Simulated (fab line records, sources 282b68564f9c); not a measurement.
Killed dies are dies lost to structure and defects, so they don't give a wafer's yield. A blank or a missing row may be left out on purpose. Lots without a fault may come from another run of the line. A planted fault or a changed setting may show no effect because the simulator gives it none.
A struck lot beside a sound one | flow rit_cmos | 13 steps out of a route of 202
Sound: wafers L622.2, L622.5, L622.6. Struck: wafers L632.1, L632.4, L632.6. The cause comes at the end.
At each step with rows: each side's tool, then ch and its chambers, then its first start. Under that, the readings that differ: sound wafers | struck wafers | difference of the means | sigmas: that difference in standard deviations of wafers without a fault.
alike: readings whose means differ by less than 2 such deviations, and words and numbers that are the same on both sides. not compared: withheld readings, readings that some wafer has no value for, bounds like >300 that may hide the same value, and numbers for which the record gives no deviation and whose values overlap.
The two part at a step that has a row with sigmas, a row that says differs or no value, or rows on one side only. Numbers that don't overlap but have no deviation are shown without sigmas and don't part them. A reading that every wafer of one side lacks parts them only if that side has two wafers or more.

RIT_ACTIVE_BOW_MEAS_00:
  sound on film_metro-02, day 2 01:01; struck on film_metro-03, day 4 03:00
  alike: INCOMING_BOW
then, 1 step without rows for these wafers: RIT_ACTIVE_OXIDATION_01 (target thk 46.8 nm, ox time 3360 s).
RIT_ACTIVE_THK_MEAS_02:
  sound on film_metro-03, day 2 04:50; struck on film_metro-02, day 4 06:14
  alike: ACTIVE_OXIDE_THK
then, 1 step without rows for these wafers: RIT_ACTIVE_CVD_03 (deposits Si3N4 from SiH2Cl2/NH3, target thk 150 nm, time 1500 s).
RIT_ACTIVE_THK_MEAS_04:
  sound on film_metro-03, day 2 06:19; struck on film_metro-04, day 4 07:43
  reading                 | sound             | struck            | difference | sigmas
  ACTIVE_NITRIDE_THK (nm) | 153.3 153.5 153.4 | 149.3 148.1 148.7 | -4.7       | -3
then, 3 steps without rows for these wafers: RIT_ACTIVE_HMDS_05 (prime time 60 s); RIT_ACTIVE_COAT_06 (resist thk 1000 nm); RIT_ACTIVE_SOFTBAKE_07 (time 60 s).
RIT_ACTIVE_EXPOSE_08: exposes mask M1, target cd 1400 nm.
  sound on iline_stepper-02 ch 0, day 2 06:57; struck on iline_stepper-01 ch 0, day 4 08:21
  reading | sound          | struck                  | difference | sigmas
  mask    | M1#0 M1#0 M1#0 | M1_R1#0 M1_R1#0 M1_R1#0 | differs    |
then, 2 steps without rows for these wafers: RIT_ACTIVE_PEB_09; RIT_ACTIVE_DEVELOP_10 (develop time 50 s).
RIT_ACTIVE_CD_MEAS_11: target cd 1400 nm.
  sound on cd_sem-02, day 2 07:21; struck on cd_sem-02, day 4 09:02
  reading    | sound                | struck               | difference | sigmas
  cd_nm (nm) | 1399.3 1400.4 1397.9 | 1550.2 1548.8 1547.4 | +149.6     | +60
  not compared: hold
RIT_M1_PROBE_99:
  the record has rows for the sound wafers here (prober-02, day 4 07:58) and none for the struck ones

WHERE THEY PART
First at RIT_ACTIVE_THK_MEAS_04; last, within this record, at RIT_M1_PROBE_99.

WHY: what the simulator had put in
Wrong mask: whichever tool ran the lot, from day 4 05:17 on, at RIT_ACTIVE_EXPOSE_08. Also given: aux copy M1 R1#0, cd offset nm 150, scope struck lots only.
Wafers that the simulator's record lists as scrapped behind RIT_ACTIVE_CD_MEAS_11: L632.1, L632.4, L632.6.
